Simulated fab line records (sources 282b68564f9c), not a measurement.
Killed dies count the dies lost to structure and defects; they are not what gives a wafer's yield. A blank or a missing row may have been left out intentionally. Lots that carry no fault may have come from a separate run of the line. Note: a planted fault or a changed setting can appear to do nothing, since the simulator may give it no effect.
2 desks looking at one fault	flow rit cmos	only its own numbers are on each desk; what lay behind them is given at the end

AT THE METROLOGY DESK
What the gauges read for every lot (on any tool): the sampled wafers with a number, averaged. Marked OUT: a lot whose mean sits more than 4 standard deviations from the usual mean, which makes it out of limits; the brackets give that distance.
Columns: A = PLDD_OVL at RIT_PLDD_OVL_MEAS_06, usual -0.3 nm; B = M1_AL_THK at RIT_M1_THK_MEAS_02, usual 386 nm; C = M1_BOW at RIT_M1_BOW_MEAS_16, usual 18 um
lot	first seen here	A	B	C
L477	day 3 04:08	-0.1	384	15
L479	day 3 12:19	0.3	387	34
L480	day 3 19:25	-0.9	380	12
L482	day 4 03:18	-1.2	384	18
L484	day 4 10:58	-0.2	385	10
L483	day 4 11:15	-1.1	387	12
L485	day 4 14:51	-0.9	383	23
L489	day 5 15:50	0.2	387	16
L491	day 5 22:55	-1.1	382	14
L494	day 6 15:56	-0.6	381	17
L495	day 6 23:45	-1.2	385	20
L497	day 7 04:41	-0.4	383	20
L498	day 7 09:25	-0.3	382	19
L500	day 7 20:08	1.2	387	14
Finding of this desk: none of the 14 lots has anything out of limits.

TOOL OWNER'S DESK, wet bench-04
The tool's own readings at RIT_SPACER_CLEAN_00 (cleans in SC1, time 600 s): means of the sampled wafers that have a number, for each lot that ran on this tool. Marked OUT: a lot whose mean sits more than 4 standard deviations from the usual mean, which makes it out of limits; the brackets give that distance.
Columns: A = run length s at RIT_SPACER_CLEAN_00, usual 628 s
lot	first seen here	A
L480	day 3 20:03	627
L482	day 4 03:52	624
L484	day 4 11:42	625
L489	day 5 16:38	919 (+83) OUT
L491	day 5 23:29	919 (+83) OUT
This desk's verdict: out of limits on L489, L491, starting with L489 at day 5 16:38 (run length s at RIT_SPACER_CLEAN_00). Within limits: L480, L482, L484.

PUT TOGETHER
At day 5 16:38, on L489, L491, the tool owner's desk was in a position to raise an alarm.
Nothing out of limits was seen by the metrology desk.
The metrology desk has L489, L491 on record, within its limits.
All the named lots went through RIT_SPACER_CLEAN_00 on wet bench-04.

WHAT THE SIMULATOR HAD INSERTED
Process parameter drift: wet bench-04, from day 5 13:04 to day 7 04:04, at RIT_SPACER_CLEAN_00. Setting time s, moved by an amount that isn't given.
Shown lots that were struck: L489, L491.
Hours from the fault's start to each desk's first reading out of limits: the tool owner's desk, 4.
